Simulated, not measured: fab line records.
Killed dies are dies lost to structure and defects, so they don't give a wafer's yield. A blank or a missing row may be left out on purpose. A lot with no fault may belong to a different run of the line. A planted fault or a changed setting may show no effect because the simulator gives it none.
What tool caused it? | flow berkeley-cmos170 | 21 wafers from 7 lots sampled at 4 of the route's 331 steps

WHAT EACH GAUGE READ, for each wafer
UCB170_PVT_TW_MEAS_09.
lot  | measured     | on            | PVT_TW
L566 | day 6 19:30  | film-metro-03 | 503 502 503
L568 | day 6 19:13  | film-metro-01 | 501 499 501
L571 | day 7 11:47  | film-metro-04 | 470 472 469
L579 | day 9 10:29  | film-metro-01 | 500 504 505
L583 | day 10 01:43 | film-metro-01 | 502 498 500
L585 | day 10 13:27 | film-metro-03 | 501 501 503
L588 | day 11 14:50 | film-metro-04 | 511 509 508

TOOL THAT RAN EACH LOT (tool first, then ch and the chambers of the sampled wafers, then the start)
lot  | UCB170_PWELL_ETCH_14              | UCB170_PWELL_STRIP_16               | UCB170_PVT_IMPLANT_07
L566 | rie-diel-03 ch 0,2,3, day 3 19:18 | plasma-asher-01 ch 0,1, day 3 19:35 | implanter-01 ch 0, day 6 19:17
L568 | rie-diel-01 ch 2,3, day 3 19:35   | plasma-asher-02 ch 0,1, day 3 19:50 | implanter-01 ch 0, day 6 18:59
L571 | rie-diel-02 ch 1,2, day 4 12:42   | plasma-asher-01 ch 0,1, day 4 12:59 | implanter-01 ch 0, day 7 11:34
L579 | rie-diel-01 ch 0,2,3, day 6 05:36 | plasma-asher-03 ch 0,1, day 6 05:51 | implanter-04 ch 0, day 9 10:14
L583 | rie-diel-03 ch 1,2, day 7 01:40   | plasma-asher-02 ch 0,1, day 7 01:55 | implanter-04 ch 0, day 10 01:28
L585 | rie-diel-01 ch 0,1,2, day 7 12:04 | plasma-asher-01 ch 0,1, day 7 12:21 | implanter-04 ch 0, day 10 13:14
L588 | rie-diel-01 ch 0,1,3, day 8 08:35 | plasma-asher-01 ch 0,1, day 8 08:50 | implanter-02 ch 0, day 11 14:35
- UCB170_PWELL_ETCH_14: etches Si3N4 in CH3F/Ar/O2, stops on SiO2, target depth 242 nm, time 151 s.
- UCB170_PWELL_STRIP_16: strips in O2.
- UCB170_PVT_IMPLANT_07

THE ANSWER, worked out from the rows above alone
Rule: usual is defined by the lots themselves. Put in order of their means at a reading, lots are off if they are a third of the lots or fewer, leave a main group of 4 or more, and stand apart from it by a gap of 3 or more times the standard deviation of the main group's means; of several such gaps the widest counts. The tables above print the reading to a certain number of digits; a main group whose means all agree to those digits is not used. Also off: a lot with no number at a reading for which 4 or more lots have one. All remaining lots with rows at the step are treated as sound.
Off: L571, at UCB170_PVT_TW_MEAS_09 (PVT_TW). The main group: mean 503, standard deviation 3.1.
A tool fits if, at a process step before that reading, it ran every lot that is off, and no sound lot after the first of them. Those tools and the gauges at UCB170_PVT_TW_MEAS_09 are tried in the same way. 2 tools fit, rie-diel-02 at UCB170_PWELL_ETCH_14 and implanter-01 at UCB170_PVT_IMPLANT_07, so this cannot tell which one it is.

WHAT THE SIMULATOR PUT IN
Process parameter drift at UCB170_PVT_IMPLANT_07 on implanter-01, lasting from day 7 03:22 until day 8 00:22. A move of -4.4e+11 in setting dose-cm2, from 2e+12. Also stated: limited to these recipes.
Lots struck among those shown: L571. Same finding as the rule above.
